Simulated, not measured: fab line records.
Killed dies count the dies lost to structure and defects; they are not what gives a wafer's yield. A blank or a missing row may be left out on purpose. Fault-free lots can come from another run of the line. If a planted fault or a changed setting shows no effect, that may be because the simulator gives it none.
Split-lot experiment + flow berkeleyCmos170 + 5 lots, 23 wafers read, on a route of 331 steps

== THE SPLIT ==
At UCB170_CONTACT_COAT_10 (resist thk 900 nm), the setting resistThkNm was moved away from the recipe's 900 nm on 6 of the 23 wafers read, by -1.7% to +5.8%. The other wafers ran this setting at the recipe's value.

Split to reading: the file shows no intervening step.

== THE READING ==
KrF_of_CONTACT_COAT_10.thkNm (the simulator's own value, which no gauge read), in nm, at UCB170_CONTACT_ETCH_18 (etches PSG in CHF3/CF4/Ar, stops on TiSi2, target depth 840 nm, time 195 s). No usual value for it is given in the file. The 17 wafers here that ran the recipe average 690.9 nm, standard deviation 5.4 nm.

| wafer  | tool, chamber at the split | resistThkNm as run, nm | against the recipe | KrF_of_CONTACT_COAT_10.thkNm, nm | against lot-mates on the recipe |
|--------|----------------------------|------------------------|--------------------|----------------------------------|---------------------------------|
| L077.1 | lithoTrack-01, 0           | 900                    | recipe             | 685.8                            | -                               |
| L077.2 | lithoTrack-01, 0           | 900                    | recipe             | 692.4                            | -                               |
| L077.3 | lithoTrack-01, 0           | 900                    | recipe             | 681.3                            | -                               |
| L077.4 | lithoTrack-01, 0           | 900                    | recipe             | 684.4                            | -                               |
| L077.6 | lithoTrack-01, 0           | 900                    | recipe             | 692.3                            | -                               |
| L080.1 | lithoTrack-01, 0           | 900                    | recipe             | 696.6                            | -                               |
| L080.2 | lithoTrack-01, 0           | 900                    | recipe             | 693                              | -                               |
| L080.6 | lithoTrack-01, 0           | 900                    | recipe             | 697.3                            | -                               |
| L082.1 | lithoTrack-03, 0           | 884.7                  | -1.7%              | 678.8                            | -14.6                           |
| L082.3 | lithoTrack-03, 0           | 900                    | recipe             | 695.5                            | -                               |
| L082.4 | lithoTrack-03, 0           | 900                    | recipe             | 691.3                            | -                               |
| L082.5 | lithoTrack-03, 0           | 884.7                  | -1.7%              | 675.6                            | -17.8                           |
| L082.6 | lithoTrack-03, 0           | 900                    | recipe             | 693.5                            | -                               |
| L085.1 | lithoTrack-03, 0           | 900                    | recipe             | 695                              | -                               |
| L085.2 | lithoTrack-03, 0           | 900                    | recipe             | 696.5                            | -                               |
| L085.3 | lithoTrack-03, 0           | 900                    | recipe             | 689.6                            | -                               |
| L085.4 | lithoTrack-03, 0           | 952.6                  | +5.8%              | 744.6                            | +50.9                           |
| L085.6 | lithoTrack-03, 0           | 952.6                  | +5.8%              | 741.1                            | +47.4                           |
| L084.1 | lithoTrack-03, 0           | 900                    | recipe             | 679.4                            | -                               |
| L084.2 | lithoTrack-03, 0           | 915.7                  | +1.7%              | 710.8                            | +24.0                           |
| L084.4 | lithoTrack-03, 0           | 915.7                  | +1.7%              | 704.9                            | +18.1                           |
| L084.5 | lithoTrack-03, 0           | 900                    | recipe             | 695.5                            | -                               |
| L084.6 | lithoTrack-03, 0           | 900                    | recipe             | 685.6                            | -                               |

FIT RESULTS
A straight line over all 23 wafers: KrF_of_CONTACT_COAT_10.thkNm changes by +8.85 nm for each +1% of resistThkNm; r = +0.96; the points scatter about the line by 5.1 nm.
The same after taking each lot's own level away (the mean of its wafers on the recipe; 23 wafers): +8.74 nm for each +1%; r = +0.97; scatter 4.3 nm.
On that fit, the largest move of resistThkNm shifts the reading by 51 nm.
The lots' own levels span 686.83 to 695.63 nm, that is 1.6 times the standard deviation above.
Hence the lot-to-lot level has little effect on the slope; both slopes agree.
Check: for one of the wafers moved furthest among these (+5.8%), held out of the fit, the line's prediction against its lot-mates is +51.6 nm. Against them it came out at +50.9 nm.

== THESE WAFERS: OTHER SPLITS ==
Before the reading, these wafers also passed through other splits. Each is held against what the fit with the lots' levels taken away leaves over:
| other split on the same wafers      | wafers away from the commonest value | r with KrF_of_CONTACT_COAT_10.thkNm (lot level and that fit taken away) |
|-------------------------------------|--------------------------------------|-------------------------------------------------------------------------|
| UCB170_PSD_EXPOSE_03 doseMj         | 6                                    | +0.17                                                                   |
| UCB170_NSD_IMPLANT_08 doseCm2       | 7                                    | +0.22                                                                   |
| UCB170_BACKSIDE_COAT_01 resistThkNm | 7                                    | -0.04                                                                   |
| UCB170_SILICIDE_SPUTTER_01 powerW   | 5                                    | -0.60                                                                   |

== THE WHOLE CHAIN: every reading that the file lists as answering this split, in the file's order ==
| step                   | what it does                                                               | reading                                                                       | change (the file's fit)              | r (the file's) |
|------------------------|----------------------------------------------------------------------------|-------------------------------------------------------------------------------|--------------------------------------|----------------|
| UCB170_CONTACT_COAT_10 | resist thk 900 nm                                                          | KrF_of_CONTACT_COAT_10.thkNm (the simulator's own value, which no gauge read) | +9.05 nm for each +1% of the setting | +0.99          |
| UCB170_CONTACT_ETCH_18 | etches PSG in CHF3/CF4/Ar, stops on TiSi2, target depth 840 nm, time 195 s | KrF_of_CONTACT_COAT_10.thkNm (the simulator's own value, which no gauge read) | +8.77 nm for each +1% of the setting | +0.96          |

== FILE'S OWN FIT ==
KrF_of_CONTACT_COAT_10.thkNm changes by +8.77 nm for each +1% of resistThkNm, r = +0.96.
